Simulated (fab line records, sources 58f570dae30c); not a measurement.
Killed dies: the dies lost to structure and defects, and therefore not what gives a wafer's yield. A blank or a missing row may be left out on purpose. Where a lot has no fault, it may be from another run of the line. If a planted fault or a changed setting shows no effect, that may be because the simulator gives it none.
fab line records    flow berkeleyCmos170
record: lots: 5  wafers: 23
route steps=331 shown V2@301 M3@310
startH: start of the lot's first displayed wafer, in hours after the record's first day    waitH: how many hours have passed since the lot's step before this one    " identical to the entry in the row above    L1.1+2: one row covering several wafers at once    - no value, or no start given    * or withheld: withheld    < > ~ a bound
route shown NAME@n: NAME is a module with steps in the file, n the number in the route of the first one    usual: mean/standard deviation of fault-free wafers    same: alike in all rows    chamber/n: place in a boat    sites: per-site readings    _std_site: the standard deviation of these    _edge_site: outer sites' mean less inner sites'    radiusMm: how far each site lies from the wafer's centre    mask NAME#n: copy n    behind: the last tool/chamber to shape the wafer    hold: cause of the lot's hold/its duration in hours/its outcome    device: names the non-switching transistor (n, p or np)    end of line: tests of these same wafers at the route's end    a step given without rows: its recipe and nothing more    killed: not the wafer's yield, but the dies lost to structure and defects at the first sort    map: the dies of a wafer, with x for killed, . for not killed, _ for no die there
set.NAME: the setting as run; set.NAME@STEP: as run at that earlier step    model.NAME: the simulator's own value behind a step, which no gauge read
one table per step and one row per wafer, for lots whose settings were changed on purpose
== steps ==
step: UCB170_V2_EXPOSE_09
recipe: maskId: VIA2  targetCdNm: 700  na: 0.5  sigmaOuter: 0.6  sourceShape: conventional  doseMj: 37
lot.wafer   tool           chamber  startH  waitH  mask    set.doseMj
L074.1+4    krfScanner-01  0        165.58  0.1    VIA2#0  39.69
L074.2+3+5  "              0        "       "      VIA2#0  37
L075.1+5+6  krfScanner-02  0        170.04  0.1    VIA2#0  36.06
L075.2+3    "              0        "       "      VIA2#0  37
L081.1+4+6  krfScanner-02  0        198.36  0.1    VIA2#0  37
L081.2+5    "              0        "       "      VIA2#0  35.1
L080.1+3+4  krfScanner-02  0        198.60  0.4    VIA2#0  37
L085.1+5    krfScanner-01  0        222.66  0.3    VIA2#0  37
L085.2+3+6  "              0        "       "      VIA2#0  39.73
step: UCB170_V2_PEB_10
recipe: pebTempC: 130  pebTimeS: withheld  resist: KrF
step: UCB170_V2_DEVELOP_11
recipe: developer: TMAH  developTimeS: 45  resist: KrF  devTempC: 21
step: UCB170_V2_CD_MEAS_12
recipe: targetCdNm: 700
usual: cdNm: 699.5/1.3
lot.wafer  tool      chamber  startH  waitH  set.doseMj@V2_EXPOSE_09  cdNm
L074.1     cdSem-01  -        166.03  -      39.69                    709.4
L074.2     "         -        "       "      37                       696.6
L074.3     "         -        "       "      37                       697.5
L074.4     "         -        "       "      39.69                    710.1
L074.5     "         -        "       "      37                       697.0
L075.1     cdSem-02  -        170.47  -      36.06                    694.6
L075.2     "         -        "       "      37                       699.8
L075.3     "         -        "       "      37                       699.1
L075.5     "         -        "       "      36.06                    695.5
L075.6     "         -        "       "      36.06                    694.1
L081.1     cdSem-02  -        198.75  -      37                       698.6
L081.2     "         -        "       "      35.1                     689.1
L081.4     "         -        "       "      37                       699.3
L081.5     "         -        "       "      35.1                     690.3
L081.6     "         -        "       "      37                       699.4
L080.1     cdSem-02  -        199.03  -      37                       698.6
L080.3     "         -        "       "      37                       698.6
L080.4     "         -        "       "      37                       699.1
L085.1     cdSem-02  -        223.05  -      37                       697.9
L085.2     "         -        "       "      39.73                    711.9
L085.3     "         -        "       "      39.73                    711.3
L085.5     "         -        "       "      37                       698.5
L085.6     "         -        "       "      39.73                    711.7
step: UCB170_V2_ETCH_14
recipe: chemistry: CHF3/CF4/Ar  target: SiO2  stopOn: Al  CHF3_flow_sccm: 45  cf4FlowSccm: 15  Ar_flow_sccm: 150  pressureMtorr: 200  rfW: 687.8  targetDepthA: 12500  overEtchFrac: 0.25  timeS: 291
lot.wafer  tool        chamber  startH  waitH  set.doseMj@V2_EXPOSE_09  model.V2.cdNm
L074.1     rieDiel-04  2        166.19  0.0    39.69                    708.5
L074.2     "           0        "       "      37                       695.8
L074.3     "           3        "       "      37                       697.6
L074.4     "           3        "       "      39.69                    709.4
L074.5     "           2        "       "      37                       695.4
L075.1     rieDiel-04  3        170.62  0.0    36.06                    694.8
L075.2+3   "           2,0      "       "      37                       699.3
L075.5     "           3        "       "      36.06                    696.4
L075.6     "           2        "       "      36.06                    692.8
L081.1     rieDiel-01  3        198.91  0.0    37                       698.7
L081.2     "           2        "       "      35.1                     688.7
L081.4     "           0        "       "      37                       698.5
L081.5     "           0        "       "      35.1                     689.5
L081.6     "           3        "       "      37                       699
L080.1     rieDiel-01  0        199.19  0.0    37                       698.4
L080.3+4   "           3,2      "       "      37                       698.6
L085.1     rieDiel-01  2        223.21  0.0    37                       696.7
L085.2     "           3        "       "      39.73                    711.7
L085.3     "           1        "       "      39.73                    710.9
L085.5     "           1        "       "      37                       697.3
L085.6     "           0        "       "      39.73                    710
step: UCB170_V2_STRIP_15
recipe: chemistry: O2  powerW: 400  pressureMtorr: 3500  platenTempC: withheld  o2FlowSccm: 400  overashFraction: 0.5
step: UCB170_V2_CD_MEAS_90
recipe: targetCdNm: 700
usual: cdNm: 699.1/1.5
lot.wafer  tool      chamber  startH  waitH  set.doseMj@V2_EXPOSE_09  cdNm
L074.1     cdSem-01  -        166.47  0.1    39.69                    708.3
L074.2     "         -        "       "      37                       696.0
L074.3     "         -        "       "      37                       697.7
L074.4     "         -        "       "      39.69                    709.2
L074.5     "         -        "       "      37                       695.4
L075.1     cdSem-01  -        170.90  0.1    36.06                    695.1
L075.2     "         -        "       "      37                       699.4
L075.3     "         -        "       "      37                       699.2
L075.5     "         -        "       "      36.06                    696.5
L075.6     "         -        "       "      36.06                    692.6
L081.1     cdSem-01  -        199.19  0.1    37                       698.6
L081.2     "         -        "       "      35.1                     689.0
L081.4     "         -        "       "      37                       698.6
L081.5     "         -        "       "      35.1                     689.4
L081.6     "         -        "       "      37                       698.8
L080.1     cdSem-01  -        199.46  0.1    37                       698.4
L080.3     "         -        "       "      37                       698.3
L080.4     "         -        "       "      37                       698.7
L085.1     cdSem-01  -        223.49  0.1    37                       697.2
L085.2     "         -        "       "      39.73                    711.8
L085.3     "         -        "       "      39.73                    711.3
L085.5     "         -        "       "      37                       697.3
L085.6     "         -        "       "      39.73                    710.1
step: UCB170_M3_SPUTTER_01
recipe: material: Al  targetThkNm: 900  timeS: 120  powerW: 6000  chamberPressurePa: 0.5
lot.wafer  tool           chamber  startH  waitH  set.timeS  model.Al_of_M3_SPUTTER_01.thkNm
L074.1     pvdSputter-01  -        166.66  0.0    105.3      778.9
L074.2     "              -        "       "      105.3      782.1
L074.3     "              -        "       "      120        889.1
L074.4     "              -        "       "      105.3      780.2
L074.5     "              -        "       "      120        895.8
L075.1     pvdSputter-04  -        171.09  0.0    120        888
L075.2     "              -        "       "      120        882.4
L075.3     "              -        "       "      104        778.5
L075.5     "              -        "       "      104        772
L075.6     "              -        "       "      120        892.7
L081.1     pvdSputter-01  -        199.38  0.0    120        901.9
L081.2     "              -        "       "      112.3      858.5
L081.4     "              -        "       "      112.3      856.6
L081.5     "              -        "       "      112.3      855.8
L081.6     "              -        "       "      120        903.5
L080.1     pvdSputter-02  -        199.65  0.0    120        896.3
L080.3     "              -        "       "      120        891.1
L080.4     "              -        "       "      120        893.7
L085.1     pvdSputter-04  -        223.67  0.0    120        907.8
L085.2     "              -        "       "      120        915.5
L085.3     "              -        "       "      120        900.1
L085.5     "              -        "       "      120        911.3
L085.6     "              -        "       "      120        897.3
step: UCB170_M3_RS_MEAS_02
recipe: thkMeasGauge: four-point-probe  reads: Al_of_M3_SPUTTER_01
usual: M3_AL_RS: 0.0323/0.0003
lot.wafer  tool          chamber  startH  waitH  set.timeS@M3_SPUTTER_01  M3_AL_RS[ohm/sq]
L074.1     filmMetro-01  -        166.74  0.0    105.3                    0.0371
L074.2     "             -        "       "      105.3                    0.0371
L074.3     "             -        "       "      120                      0.0326
L074.4     "             -        "       "      105.3                    0.0371
L074.5     "             -        "       "      120                      0.0323
L075.1     filmMetro-01  -        171.17  0.0    120                      0.0326
L075.2     "             -        "       "      120                      0.0329
L075.3     "             -        "       "      104                      0.0372
L075.5     "             -        "       "      104                      0.0376
L075.6     "             -        "       "      120                      0.0324
L081.1     filmMetro-01  -        199.46  0.0    120                      0.0321
L081.2     "             -        "       "      112.3                    0.0338
L081.4     "             -        "       "      112.3                    0.0338
L081.5     "             -        "       "      112.3                    0.0339
L081.6     "             -        "       "      120                      0.0321
L080.1     filmMetro-02  -        199.73  0.0    120                      0.0323
L080.3     "             -        "       "      120                      0.0325
L080.4     "             -        "       "      120                      0.0324
L085.1     filmMetro-01  -        223.76  0.0    120                      0.0318
L085.2     "             -        "       "      120                      0.0316
L085.3     "             -        "       "      120                      0.0321
L085.5     "             -        "       "      120                      0.0318
L085.6     "             -        "       "      120                      0.0323
step: UCB170_M3_THK_MEAS_03
recipe: thkMeasGauge: xrf  reads: Al_of_M3_SPUTTER_01
usual: M3_AL_THK: 887/9.2
lot.wafer  tool          chamber  startH  waitH  set.timeS@M3_SPUTTER_01  M3_AL_THK[nm]
L074.1     filmMetro-01  -        166.86  0.1    105.3                    776
L074.2     "             -        "       "      105.3                    774
L074.3     "             -        "       "      120                      882
L074.4     "             -        "       "      105.3                    777
L074.5     "             -        "       "      120                      893
L075.1     filmMetro-01  -        171.29  0.1    120                      883
L075.2     "             -        "       "      120                      874
L075.3     "             -        "       "      104                      769
L075.5     "             -        "       "      104                      762
L075.6     "             -        "       "      120                      886
L081.1     filmMetro-01  -        199.58  0.1    120                      896
L081.2     "             -        "       "      112.3                    853
L081.4     "             -        "       "      112.3                    850
L081.5     "             -        "       "      112.3                    849
L081.6     "             -        "       "      120                      898
L080.1     filmMetro-02  -        199.85  0.1    120                      891
L080.3     "             -        "       "      120                      883
L080.4     "             -        "       "      120                      884
L085.1     filmMetro-01  -        223.88  0.1    120                      900
L085.2     "             -        "       "      120                      910
L085.3     "             -        "       "      120                      891
L085.5     "             -        "       "      120                      902
L085.6     "             -        "       "      120                      890
== key ==
split: step: UCB170_V2_EXPOSE_09  setting: doseMj  stated: 37  by: wafer
response: step: UCB170_V2_CD_MEAS_12  reading: cdNm  change: +1.8  per: 1%  r: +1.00
response: step: UCB170_V2_ETCH_14  reading: model.V2.cdNm  change: +1.83  per: 1%  r: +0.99
response: step: UCB170_V2_CD_MEAS_90  reading: cdNm  change: +1.8  per: 1%  r: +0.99
split: step: UCB170_M3_SPUTTER_01  setting: timeS  stated: 120  by: wafer
response: step: UCB170_M3_SPUTTER_01  reading: model.Al_of_M3_SPUTTER_01.thkNm  change: +8.58  per: 1%  r: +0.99
response: step: UCB170_M3_RS_MEAS_02  reading: M3_AL_RS  change: -0.000357  per: 1%  r: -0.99
response: step: UCB170_M3_THK_MEAS_03  reading: M3_AL_THK  change: +8.69  per: 1%  r: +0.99
